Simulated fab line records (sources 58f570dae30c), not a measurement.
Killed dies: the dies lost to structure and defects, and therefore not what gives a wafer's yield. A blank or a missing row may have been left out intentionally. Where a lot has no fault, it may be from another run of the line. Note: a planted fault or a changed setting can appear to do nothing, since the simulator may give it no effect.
A single fault, viewed from 2 desks	flow berkeley cmos170	each desk has only its own numbers; what lay behind them comes last

== AT THE METROLOGY DESK ==
What the gauges read, lot by lot, whatever tool the lot ran on: means of the sampled wafers that have a number. A lot is out of limits, marked OUT, if its mean lies more than 4 standard deviations from the usual mean; the brackets give that distance.
Columns: A = cd nm at UCB170_GATE_CD_MEAS_90, usual 349.6 nm
lot	first seen here	A
L418	day 7 13:40	350.4
L421	day 7 19:24	350.5
L423	day 9 06:16	348.4
L424	day 9 06:48	347.6
L429	day 9 15:28	347.4
L431	day 10 09:20	346.9
L433	day 10 22:41	350.7
L434	day 10 22:49	348.0
L435	day 10 23:14	352.2
L437	day 11 16:29	350.9
L440	day 11 16:37	351.2
L439	day 11 16:50	352.3
L438	day 11 17:05	348.9
L441	day 12 09:44	348.6
This desk's finding: nothing out of limits on any of the 14 lots.

== TOOL OWNER'S DESK, litho track-03 ==
The tool's own readings at UCB170_M3_COAT_10 (resist thk 900 nm): means of the sampled wafers that have a number, for each lot that ran on this tool. A lot is out of limits, marked OUT, if its mean lies more than 4 standard deviations from the usual mean; the brackets give that distance.
Columns: A = chill plate temp C at UCB170_M3_COAT_10, usual 23.02 C; B = dispense pressure kPa at UCB170_M3_COAT_10, usual 52.2 kPa; C = exhaust pa at UCB170_M3_COAT_10, usual 44.8 Pa; D = spin speed rpm at UCB170_M3_COAT_10, usual 1500.0 rpm
lot	first seen here	A	B	C	D
L424	day 10 21:00	22.95	53.3	44.4	1803.3 (+99 or more) OUT
L429	day 11 06:00	23.00	53.3	43.9	1802.3 (+99 or more) OUT
L434	day 13 07:00	23.06	53.3	43.8	1500.1
L435	day 13 09:00	22.94	53.3	45.1	1499.8
L439	day 13 17:00	23.00	53.3	45.8	1500.2
Finding of this desk: L424, L429 out of limits; the first was L424 at day 10 21:00, on spin speed rpm at UCB170_M3_COAT_10. In limits: L434, L435, L439.

== ALL TOGETHER ==
The tool owner's desk had the chance to raise an alarm at day 10 21:00 on L424, L429.
Metrology desk: nothing out of limits seen.
The metrology desk has L424, L429 on record, within its limits.
The lots listed all ran UCB170_M3_COAT_10 on litho track-03.

== WHAT THE SIMULATOR HAD PUT IN ==
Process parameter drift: litho track-03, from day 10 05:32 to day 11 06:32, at UCB170_M3_COAT_10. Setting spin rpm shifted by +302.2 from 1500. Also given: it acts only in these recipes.
Struck lots among those shown: L424, L429.
How many hours passed from the start of the fault until each desk's first out-of-limits reading: the tool owner's desk, 15.
